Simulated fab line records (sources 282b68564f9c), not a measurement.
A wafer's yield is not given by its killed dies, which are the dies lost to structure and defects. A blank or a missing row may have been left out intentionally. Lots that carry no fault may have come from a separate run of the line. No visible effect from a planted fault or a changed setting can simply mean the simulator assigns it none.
fab line records | flow ritCmos
[record] lots = 14 wafers = 42 lastDay = 7
route steps=202 shown PWELL@47
lots untouched by any fault: they come from a run of this same line in which no faults occurred
startH: hours from the record's opening day to when the first of the lot's shown wafers began | waitH: hours since the lot's step before | " unchanged from the row above | L1.1+2: a single row standing in for several wafers | - value missing, or start not given | * or withheld: withheld | < > ~ a bound
route shown NAME@n: names a module that has steps shown in the file, with the first one's number in the route | usual: mean and standard deviation over wafers with no fault | same: alike in all rows | chamber/n: place in a boat | sites: the reading at each site | _std_site: how widely they spread, as a standard deviation | _edge_site: the outer-site mean with the inner-site mean subtracted | radiusMm: how far each site lies from the wafer's centre | mask NAME#n: copy n | behind: the last tool/chamber to shape the wafer | hold: why the lot went on hold/how many hours it stayed there/how the hold came to an end | device: which transistor (n, p or np) failed to switch | end of line: the tests these same wafers got at the end of their route | for a step that has no rows: nothing shown but its recipe | killed: dies that structure and defects cost at the first sort, which is not the same as the wafer's yield | map: shows each die of a wafer: x if killed, . if not, _ if none is there
set.NAME: setting as actually run; set.NAME@STEP: the setting as run at that earlier step | model.NAME: the simulator's own value behind a step, which no gauge read
one table for each step of the route and one row for each wafer, over a sample of lots
services: the hour from which a tool's chamber was out of use, counted from the record's first day as startH (under 0 if before that day), plus the number of hours and why
[[steps]]
[step RIT_PWELL_IMPLANT_08]
[recipe] species = B energyKev = 170 doseCm2 = 7e+13 tiltDeg = 7.281
[usual] doseIonsCm2 = 6.999e+13/7.8e+10 faradayCurrentUA = 222/4
[same] implantIonAmu = 11
// columns lot.wafer tool chamber startH waitH doseIonsCm2 faradayCurrentUA
L399.1 implanter-02 0 28.63 0.2 6.999e+13 227
L399.2 " 0 " " 7.002e+13 224
L399.6 " 0 " " 6.979e+13 225
L400.4 implanter-01 0 37.39 0.2 6.997e+13 223
L400.5 " 0 " " 6.994e+13 222
L400.6 " 0 " " 6.992e+13 218
L401.4 implanter-01 0 39.33 0.2 7e+13 225
L401.5 " 0 " " 6.992e+13 224
L401.6 " 0 " " 7.002e+13 220
L402.1 implanter-02 0 44.31 0.2 7.005e+13 224
L402.2 " 0 " " 6.987e+13 228
L402.6 " 0 " " 6.989e+13 223
L404.1 implanter-02 0 59.03 0.2 6.992e+13 212
L404.5 " 0 " " 6.988e+13 229
L404.6 " 0 " " 6.999e+13 221
L405.2 implanter-02 0 61.73 0.2 6.988e+13 225
L405.3 " 0 " " 6.992e+13 222
L405.6 " 0 " " 7.007e+13 225
L408.3 implanter-02 0 75.88 0.2 6.998e+13 219
L408.5 " 0 " " 6.992e+13 221
L408.6 " 0 " " 6.998e+13 216
L409.4 implanter-02 0 79.57 0.2 7.012e+13 225
L409.5 " 0 " " 7.017e+13 222
L409.6 " 0 " " 7.01e+13 228
L410.2 implanter-01 0 84.01 0.2 7e+13 222
L410.5 " 0 " " 6.998e+13 219
L410.6 " 0 " " 7.001e+13 223
L411.1 implanter-02 0 92.46 0.2 6.996e+13 224
L411.5 " 0 " " 6.995e+13 218
L411.6 " 0 " " 6.999e+13 220
L416.2 implanter-01 0 113.68 0.2 6.648e+13 209
L416.5 " 0 " " 6.639e+13 212
L416.6 " 0 " " 6.644e+13 214
L417.1 implanter-02 0 120.05 0.2 7.005e+13 225
L417.2 " 0 " " 7.013e+13 220
L417.6 " 0 " " 7.018e+13 222
L418.1 implanter-01 0 124.40 0.2 6.652e+13 212
L418.3 " 0 " " 6.652e+13 206
L418.5 " 0 " " 6.654e+13 210
L421.1 implanter-04 0 139.20 0.2 7.021e+13 216
L421.2 " 0 " " 7.009e+13 224
L421.6 " 0 " " 6.999e+13 217
[step RIT_WELLDRIVE_RS_MEAS_02]
[recipe] thkMeasGauge = four-point-probe
[usual] PWELL_RS = 429.9/1.3
// columns lot.wafer tool chamber startH waitH PWELL_RS[ohm/sq]
L399.1 filmMetro-01 - 34.29 0.1 430.6
L399.2 " - " " 430.5
L399.6 " - " " 431.0
L400.4 filmMetro-04 - 42.97 0.1 430.1
L400.5 " - " " 428.7
L400.6 " - " " 430.0
L401.4 filmMetro-03 - 46.03 0.1 429.6
L401.5 " - " " 430.6
L401.6 " - " " 430.2
L402.1 filmMetro-03 - 50.80 0.1 429.8
L402.2 " - " " 428.7
L402.6 " - " " 429.0
L404.1 filmMetro-04 - 64.61 0.1 428.0
L404.5 " - " " 430.1
L404.6 " - " " 428.9
L405.2 filmMetro-01 - 69.05 0.1 429.7
L405.3 " - " " 429.7
L405.6 " - " " 431.5
L408.3 filmMetro-01 - 81.45 0.1 431.6
L408.5 " - " " 431.6
L408.6 " - " " 432.5
L409.4 filmMetro-03 - 86.56 0.1 428.9
L409.5 " - " " 428.8
L409.6 " - " " 429.9
L410.2 filmMetro-04 - 89.59 0.1 430.6
L410.5 " - " " 432.0
L410.6 " - " " 432.2
L411.1 filmMetro-01 - 98.71 0.1 430.1
L411.5 " - " " 431.1
L411.6 " - " " 432.0
L416.2 filmMetro-03 - 119.26 0.1 442.9
L416.5 " - " " 444.3
L416.6 " - " " 443.5
L417.1 filmMetro-03 - 125.64 0.1 429.5
L417.2 " - " " 430.5
L417.6 " - " " 430.2
L418.1 filmMetro-04 - 130.72 0.1 445.5
L418.3 " - " " 444.4
L418.5 " - " " 444.8
L421.1 filmMetro-03 - 147.70 0.1 431.2
L421.2 " - " " 431.4
L421.6 " - " " 430.9
[[services]]
// columns tool chamber startH hours kind
implanter-01 - 4.93 3.2 pm
implanter-04 - 22.97 81.8 pm
implanter-02 - 107.19 5.2 repair
implanter-04 - 107.93 3.1 repair
implanter-04 - 130.88 5.3 pm
[[key]]
[firstSign] step = RIT_PWELL_IMPLANT_08 reading = doseIonsCm2 direction = down sigmas = 45 usual = 6.999e+13 struck = 6.648e+13
[effect] step = RIT_PWELL_IMPLANT_08 reading = faradayCurrentUA direction = down sigmas = 2.8 usual = 222 struck = 210
[effect] step = RIT_WELLDRIVE_RS_MEAS_02 reading = PWELL_RS direction = up sigmas = 11 usual = 429.9 struck = 444.2
metAt RIT_PWELL_IMPLANT_08
struckLots L416,L418
testerLeftOut L416,L418
onsetBetween 84.01 113.68
[fault] kind = processParameterDrift tool = implanter-01 chamber = - onsetH = 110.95 steps = RIT_PWELL_IMPLANT_08 channel = doseCm2 offset = -3.5e+12 shape = step endH = 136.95 actsIn = theseRecipesOnly stated = 7e+13
// testerLeftOut: of these lots the tester's yield and bins aren't shown, on N5 and GAA mostly nor the transistor test; their killed dies are dies lost to structure and defects alone, not to doping, threshold or leakage, so they don't give the yield
